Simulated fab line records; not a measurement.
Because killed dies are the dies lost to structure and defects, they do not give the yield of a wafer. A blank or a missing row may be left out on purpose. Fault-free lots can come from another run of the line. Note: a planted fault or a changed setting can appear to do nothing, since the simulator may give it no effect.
fab line records    flow ritCmos
[record] lots = 6  wafers = 18  lastDay = 8
route steps=202 shown PSD@150 SDANNEAL@153 NSD@158 PLDD@159 NLDD@160 SILICIDE@161 M1@202
lots that met no fault: taken from a fault-free run of the same line
startH: hours from the record's opening day to when the first of the lot's shown wafers began    waitH: hours since the lot's step before    " the same as in the row above    L1.1+2: a single row standing in for several wafers    - either no value or no given start    * or withheld: withheld    < > ~ a bound
route shown NAME@n: names a module that has steps shown in the file, with the first one's number in the route    usual: mean/standard deviation of fault-free wafers    same: alike in all rows    chamber/n: place in a boat    sites: per-site readings    _std_site: the standard deviation of these    _edge_site: mean of outer sites minus mean of inner sites    radiusMm: how far each site lies from the wafer's centre    mask NAME#n: copy n    behind: the tool/chamber that last shaped the wafer    hold: why the lot was held/for how many hours/how that ended    device: transistor that didn't switch, given as n, p or np    end of line: the tests these same wafers got at the end of their route    a step without rows: its recipe alone    killed: not the wafer's yield, but the dies lost to structure and defects at the first sort    map: a wafer's dies, x killed, . not, _ none there
set.NAME: the setting the step ran with; set.NAME@STEP: the setting that earlier step ran with    model.NAME: the simulator's own value behind a step, which no gauge read
certain route steps with their lots: each step a table, each wafer a row
services: when a tool's chamber went out of use (startH, in hours from the record's first day, below 0 if earlier), for how many hours, and the reason
[[steps]]
[step RIT_PSD_IMPLANT_08]
[recipe] species = BF2  energyKev = 27.24  doseCm2 = 5e+15  tiltDeg = 7
[step RIT_PSD_STRIP_09]
[recipe] chemistry = O2  timeS = 180  resist = NOVOLAK  platenTempC = withheld  powerW = 500  pressureMtorr = 4000  o2FlowSccm = 4000
[usual] drypumpMotorCurrentA = 6.3/0.59
lot.wafer  tool            chamber  startH  waitH  drypumpMotorCurrentA  rfHoursCounterH
L913.2     plasmaAsher-02  1        65.61   0.1    6.8                   42
L913.4     "               1        "       "      6.8                   -
L913.5     "               0        "       "      6.4                   -
L923.1     plasmaAsher-04  0        127.10  0.1    6.6                   46
L923.5     "               0        "       "      6.6                   -
L923.6     "               1        "       "      5.0                   -
L926.1     plasmaAsher-04  0        144.42  0.1    6.6                   48
L926.2     "               1        "       "      5.0                   48
L926.5     "               0        "       "      6.6                   -
L930.2     plasmaAsher-02  0        158.06  0.1    6.5                   51
L930.3     "               0        "       "      6.5                   -
L930.5     "               0        "       "      6.5                   -
L932.2     plasmaAsher-02  1        166.28  0.1    6.8                   52
L932.3     "               1        "       "      6.8                   -
L932.4     "               0        "       "      6.5                   -
L934.4     plasmaAsher-02  0        170.97  0.1    6.5                   -
L934.5     "               1        "       "      6.7                   -
L934.6     "               0        "       "      6.5                   -
[step RIT_PSD_TW_MEAS_10]
[usual] PSD_TW = 3459/20
lot.wafer  tool          chamber  startH  waitH  PSD_TW
L913.2     filmMetro-04  -        65.80   0.1    3476
L913.4     "             -        "       "      3449
L913.5     "             -        "       "      3448
L923.1     filmMetro-01  -        127.28  0.1    3460
L923.5     "             -        "       "      3469
L923.6     "             -        "       "      3483
L926.1     filmMetro-02  -        144.60  0.1    3442
L926.2     "             -        "       "      3428
L926.5     "             -        "       "      3459
L930.2     filmMetro-02  -        158.24  0.1    3454
L930.3     "             -        "       "      3447
L930.5     "             -        "       "      3440
L932.2     filmMetro-02  -        166.47  0.1    3420
L932.3     "             -        "       "      3432
L932.4     "             -        "       "      3436
L934.4     filmMetro-01  -        171.12  0.1    3450
L934.5     "             -        "       "      3441
L934.6     "             -        "       "      3432
[step RIT_SDANNEAL_CLEAN_00]
[recipe] chemistry = SC1  mix = 3:3:50  timeS = 600  tempC = 75
[step RIT_SDANNEAL_CLEAN_01]
[recipe] chemistry = dHF  dilution = 50:1  timeS = 30
[step RIT_SDANNEAL_CLEAN_02]
[recipe] chemistry = SC2  mix = 3:3:50  timeS = 600  tempC = 75  dry = n2Spin
[step RIT_SDANNEAL_RTA_03]
[recipe] tempC = 1050  timeS = 5  idleTempC = 600  rampUpCPerS = 342  rampDownCPerS = 171  coolToC = 600  ambient = N2
[usual] wafer_temp_C_max = 1053.5/1.1
lot.wafer  tool          chamber  startH  waitH  wafer_temp_C_max
L913.2     rtpAnneal-01  0        66.24   0.0    1052.7
L913.4     "             0        "       "      1054.0
L913.5     "             0        "       "      1051.9
L923.1     rtpAnneal-01  0        127.71  0.0    1052.4
L923.5     "             0        "       "      1053.9
L923.6     "             0        "       "      1053.2
L926.1     rtpAnneal-02  0        145.02  0.0    1052.9
L926.2     "             0        "       "      1053.0
L926.5     "             0        "       "      1056.0
L930.2     rtpAnneal-02  0        158.70  0.0    1052.5
L930.3     "             0        "       "      1053.9
L930.5     "             0        "       "      1053.9
L932.2     rtpAnneal-01  0        167.24  0.0    1054.5
L932.3     "             0        "       "      1054.8
L932.4     "             0        "       "      1053.2
L934.4     rtpAnneal-02  0        171.74  0.0    1053.3
L934.5     "             0        "       "      1052.2
L934.6     "             0        "       "      1054.0
[step RIT_SDANNEAL_RS_MEAS_04]
[recipe] thkMeasGauge = four-point-probe
[usual] PSD_RS = 115.44/0.29
lot.wafer  tool          chamber  startH  waitH  PSD_RS[ohm/sq]
L913.2     filmMetro-02  -        66.31   0.1    115.64
L913.4     "             -        "       "      115.44
L913.5     "             -        "       "      115.59
L923.1     filmMetro-04  -        127.76  0.0    115.71
L923.5     "             -        "       "      115.61
L923.6     "             -        "       "      115.36
L926.1     filmMetro-02  -        145.08  0.0    115.78
L926.2     "             -        "       "      115.49
L926.5     "             -        "       "      115.88
L930.2     filmMetro-01  -        158.79  0.1    115.15
L930.3     "             -        "       "      115.41
L930.5     "             -        "       "      115.51
L932.2     filmMetro-02  -        167.31  0.1    115.66
L932.3     "             -        "       "      115.86
L932.4     "             -        "       "      115.68
L934.4     filmMetro-02  -        171.83  0.1    115.05
L934.5     "             -        "       "      115.31
L934.6     "             -        "       "      115.24
[step RIT_SDANNEAL_RS_MEAS_05]
[recipe] thkMeasGauge = four-point-probe
[usual] NSD_RS = 84.5/0.3
lot.wafer  tool          chamber  startH  waitH  NSD_RS[ohm/sq]
L913.2     filmMetro-02  -        66.43   0.1    84.9
L913.4     "             -        "       "      84.8
L913.5     "             -        "       "      84.9
L923.1     filmMetro-04  -        127.88  0.1    85.1
L923.5     "             -        "       "      84.7
L923.6     "             -        "       "      85.0
L926.1     filmMetro-02  -        145.20  0.1    84.8
L926.2     "             -        "       "      84.5
L926.5     "             -        "       "      84.2
L930.2     filmMetro-01  -        158.91  0.1    84.0
L930.3     "             -        "       "      83.9
L930.5     "             -        "       "      84.2
L932.2     filmMetro-02  -        167.43  0.1    84.5
L932.3     "             -        "       "      84.4
L932.4     "             -        "       "      84.4
L934.4     filmMetro-02  -        171.95  0.1    84.6
L934.5     "             -        "       "      84.7
L934.6     "             -        "       "      84.7
[step RIT_SDANNEAL_RS_MEAS_06]
[recipe] thkMeasGauge = four-point-probe
[usual] PLDD_RS = 179.6/0.48
lot.wafer  tool          chamber  startH  waitH  PLDD_RS[ohm/sq]
L913.2     filmMetro-02  -        66.55   0.1    179.5
L913.4     "             -        "       "      180.0
L913.5     "             -        "       "      179.5
L923.1     filmMetro-04  -        128.00  0.1    180.2
L923.5     "             -        "       "      180.9
L923.6     "             -        "       "      179.8
L926.1     filmMetro-02  -        145.32  0.1    179.5
L926.2     "             -        "       "      179.4
L926.5     "             -        "       "      179.5
L930.2     filmMetro-01  -        159.03  0.1    179.5
L930.3     "             -        "       "      180.1
L930.5     "             -        "       "      180.1
L932.2     filmMetro-02  -        167.55  0.1    179.9
L932.3     "             -        "       "      180.0
L932.4     "             -        "       "      180.3
L934.4     filmMetro-02  -        172.07  0.1    178.9
L934.5     "             -        "       "      179.0
L934.6     "             -        "       "      178.7
[step RIT_SDANNEAL_RS_MEAS_07]
[recipe] thkMeasGauge = four-point-probe
[usual] NLDD_RS = 150.4/0.52
lot.wafer  tool          chamber  startH  waitH  NLDD_RS[ohm/sq]
L913.2     filmMetro-02  -        66.67   0.1    151.5
L913.4     "             -        "       "      151.4
L913.5     "             -        "       "      150.6
L923.1     filmMetro-04  -        128.12  0.1    151.2
L923.5     "             -        "       "      150.9
L923.6     "             -        "       "      151.0
L926.1     filmMetro-02  -        145.44  0.1    150.3
L926.2     "             -        "       "      150.0
L926.5     "             -        "       "      150.0
L930.2     filmMetro-01  -        159.15  0.1    149.5
L930.3     "             -        "       "      149.4
L930.5     "             -        "       "      149.4
L932.2     filmMetro-02  -        167.67  0.1    150.8
L932.3     "             -        "       "      150.9
L932.4     "             -        "       "      151.0
L934.4     filmMetro-02  -        172.19  0.1    150.0
L934.5     "             -        "       "      150.9
L934.6     "             -        "       "      150.2
[step RIT_SILICIDE_WET_ETCH_00]
[recipe] chemistry = BOE  target = SiO2  targetDepthNm = 14  timeS = 15  dry = n2Spin  dilution = 10:1  tempC = 21.5
[step RIT_SILICIDE_SPUTTER_01]
[recipe] material = Ti  targetThkNm = 30  powerW = 350  chamberPressurePa = 0.667  gas = Ar  timeS = 240  substrateTempC = 25
[usual] throttleValvePct = 30.0/0.71
lot.wafer  tool           chamber  startH  waitH  throttleValvePct
L913.2     pvdSputter-02  -        66.78   0.0    29.4
L913.4     "              -        "       "      29.3
L913.5     "              -        "       "      29.2
L923.1     pvdSputter-03  -        128.26  0.0    29.9
L923.5     "              -        "       "      28.8
L923.6     "              -        "       "      29.7
L926.1     pvdSputter-03  -        145.58  0.0    30.2
L926.2     "              -        "       "      30.0
L926.5     "              -        "       "      29.9
L930.2     pvdSputter-03  -        159.26  0.0    30.0
L930.3     "              -        "       "      30.3
L930.5     "              -        "       "      29.8
L932.2     pvdSputter-02  -        167.78  0.0    30.2
L932.3     "              -        "       "      29.6
L932.4     "              -        "       "      29.3
L934.4     pvdSputter-02  -        172.27  0.0    29.4
L934.5     "              -        "       "      29.5
L934.6     "              -        "       "      29.3
[step RIT_SILICIDE_RS_MEAS_02]
[recipe] thkMeasGauge = four-point-probe  reads = Ti_of_SILICIDE_SPUTTER_01
[usual] SILICIDE_TI_RS = 48.0/0.82
lot.wafer  tool          chamber  startH  waitH  SILICIDE_TI_RS[ohm/sq]
L913.2     filmMetro-03  -        66.95   0.1    47.7
L913.4     "             -        "       "      47.4
L913.5     "             -        "       "      48.0
L923.1     filmMetro-02  -        128.41  0.1    48.4
L923.5     "             -        "       "      48.7
L923.6     "             -        "       "      48.5
L926.1     filmMetro-03  -        145.73  0.1    73.1
L926.2     "             -        "       "      72.6
L926.5     "             -        "       "      71.9
L930.2     filmMetro-01  -        159.43  0.1    71.7
L930.3     "             -        "       "      72.7
L930.5     "             -        "       "      72.1
L932.2     filmMetro-03  -        167.95  0.1    48.4
L932.3     "             -        "       "      48.3
L932.4     "             -        "       "      49.2
L934.4     filmMetro-03  -        172.48  0.1    47.0
L934.5     "             -        "       "      47.2
L934.6     "             -        "       "      47.1
[step RIT_SILICIDE_THK_MEAS_03]
[recipe] thkMeasGauge = xrf  reads = Ti_of_SILICIDE_SPUTTER_01
[usual] SILICIDE_TI_THK = 29.6/0.43
lot.wafer  tool          chamber  startH  waitH  SILICIDE_TI_THK[nm]
L913.2     filmMetro-03  -        67.06   0.1    29.8
L913.4     "             -        "       "      30.0
L913.5     "             -        "       "      29.4
L923.1     filmMetro-02  -        128.53  0.1    29.5
L923.5     "             -        "       "      29.4
L923.6     "             -        "       "      29.4
L926.1     filmMetro-03  -        145.85  0.1    23.5
L926.2     "             -        "       "      23.6
L926.5     "             -        "       "      23.5
L930.2     filmMetro-01  -        159.54  0.1    23.5
L930.3     "             -        "       "      23.3
L930.5     "             -        "       "      23.5
L932.2     filmMetro-03  -        168.06  0.1    29.5
L932.3     "             -        "       "      29.4
L932.4     "             -        "       "      29.0
L934.4     filmMetro-03  -        172.57  0.1    30.0
L934.5     "             -        "       "      30.1
L934.6     "             -        "       "      29.9
[step RIT_SILICIDE_RTA_04]
[recipe] tempC = 650  timeS = 10  idleTempC = 25  rampUpS = 5  rampDownS = 5  coolToC = 25  ambient = N2
[usual] wafer_temp_C_max = 653.3/0.68
lot.wafer  tool          chamber  startH  waitH  wafer_temp_C_max
L913.2     rtpAnneal-02  0        67.13   0.1    653.3
L913.4     "             0        "       "      652.9
L913.5     "             0        "       "      653.4
L923.1     rtpAnneal-02  0        128.59  0.1    652.2
L923.5     "             0        "       "      653.6
L923.6     "             0        "       "      653.2
L926.1     rtpAnneal-01  0        145.91  0.1    653.4
L926.2     "             0        "       "      653.3
L926.5     "             0        "       "      653.9
L930.2     rtpAnneal-01  0        159.60  0.1    652.7
L930.3     "             0        "       "      652.4
L930.5     "             0        "       "      652.7
L932.2     rtpAnneal-02  0        168.12  0.1    654.0
L932.3     "             0        "       "      653.4
L932.4     "             0        "       "      653.2
L934.4     rtpAnneal-01  0        172.64  0.1    653.5
L934.5     "             0        "       "      654.0
L934.6     "             0        "       "      653.7
[step RIT_M1_PROBE_99]
[usual] killedAtFrontEnd = 7.1/2.8  killedDies = 7.1/2.9  killedOpen = 3.4/2  killedShort = 3.6/2.1
[same] grossDies = 264  killed_at_M0_to_M3 = 0  killed_at_M4_up = 0  killedAtBackSide = 0  killedAtContacts = 0  killedAtOther = 0
lot.wafer  tool       chamber  startH  waitH  killedAtFrontEnd  killedDies  killedOpen  killedShort
L923.1     prober-01  -        135.19  0.1    10                10          6           4
L923.5     prober-01  -        135.39  0.2    6                 6           5           1
L923.6     prober-01  -        135.44  0.2    2                 2           1           1
L926.1     prober-02  -        152.77  0.1    7                 7           3           3
L926.2     prober-02  -        152.82  0.1    10                10          3           5
L926.5     prober-02  -        152.97  0.2    8                 8           1           7
L930.2     prober-01  -        168.15  0.1    4                 4           1           3
L930.3     prober-01  -        168.20  0.2    8                 8           4           4
L930.5     prober-01  -        168.30  0.2    10                10          2           8
L934.4     prober-02  -        180.60  0.2    6                 6           2           4
L934.5     prober-02  -        180.65  0.2    8                 8           3           5
L934.6     prober-02  -        180.70  0.2    6                 6           5           1
// killed by level:class
L923.1 GATE:geometricParticle:open=5 FOX1:geometricParticle:short=1 GATE:geometricParticle:short=1 REOX:geometricParticle:short=1 SPACER:geometricParticle:open=1 SPACER:geometricParticle:short=1
L923.5 GATE:geometricParticle:open=5 REOX:geometricParticle:short=1
L923.6 GATE:geometricParticle:short=1 GATE:geometricParticle:open=1
L926.1 REOX:geometricParticle:short=2 FOX2:geometricParticle:open=1 GATE:geometricParticle:short=1 GATE:geometricParticle:open=1 REOX:geometricParticle:open=1 PRETRO:coatMicrobubblePrinted=1
L926.2 GATE:geometricParticle:open=3 GATE:geometricParticle:short=3 SPACER:geometricParticle:short=2 PRETRO:coatMicrobubblePrinted=2
L926.5 GATE:geometricParticle:short=5 FOX2:geometricParticle:short=1 GATE:geometricParticle:open=1 SPACER:geometricParticle:short=1
L930.2 GATE:geometricParticle:short=2 GATE:geometricParticle:open=1 SPACER:geometricParticle:short=1
L930.3 GATE:geometricParticle:short=3 FOX1:geometricParticle:short=1 FOX2:geometricParticle:open=1 GATE:geometricParticle:open=1 REOX:geometricParticle:open=1 SILICIDE:geometricParticle:open=1
L930.5 GATE:geometricParticle:short=4 FOX1:geometricParticle:short=1 FOX2:geometricParticle:short=1 GATE:geometricParticle:open=1 SPACER:geometricParticle:open=1 SPACER:geometricParticle:short=1 SILICIDE:geometricParticle:short=1
L934.4 GATE:geometricParticle:short=2 GATE:geometricParticle:open=2 SPACER:geometricParticle:short=2
L934.5 GATE:geometricParticle:short=3 FOX2:geometricParticle:short=1 GATE:geometricParticle:open=1 REOX:geometricParticle:short=1 REOX:geometricParticle:open=1 SILICIDE:geometricParticle:open=1
L934.6 GATE:geometricParticle:open=5 FOX1:geometricParticle:short=1
[[services]]
tool            chamber  startH  hours  kind
pvdSputter-02   -        70.14   7.8    repair
pvdSputter-02   -        79.23   0.6    repair
pvdSputter-03   -        92.52   4.0    repair
plasmaAsher-04  -        125.04  1.7    repair
plasmaAsher-02  -        126.86  2.8    pm
pvdSputter-03   -        134.70  8.4    repair
[[key]]
[firstSign] step = RIT_SILICIDE_RS_MEAS_02  reading = SILICIDE_TI_RS  direction = up  sigmas = 30  usual = 48.0  struck = 72.3
[effect] step = RIT_SILICIDE_THK_MEAS_03  reading = SILICIDE_TI_THK  direction = down  sigmas = 14  usual = 29.6  struck = 23.5
metAt RIT_SILICIDE_SPUTTER_01
struckWafers L926.1,L926.2,L926.5,L930.2,L930.3,L930.5
testerLeftOut L926,L930
onsetBetween 128.26 145.58
[fault] kind = siteProfileDrift  tool = pvdSputter-03  chamber = -  onsetH = 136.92  steps = RIT_SILICIDE_SPUTTER_01  basis = fraction  maxAbsDrift = 0.442  slopeSharePerHr = 98.222  sitePattern = 0,0,0,0,0,-1,-1,-1,-1
// testerLeftOut: of these lots the tester's yield and bins aren't shown, on N5 and GAA mostly nor the transistor test; their killed dies are dies lost to structure and defects alone, not to doping, threshold or leakage, so they don't give the yield
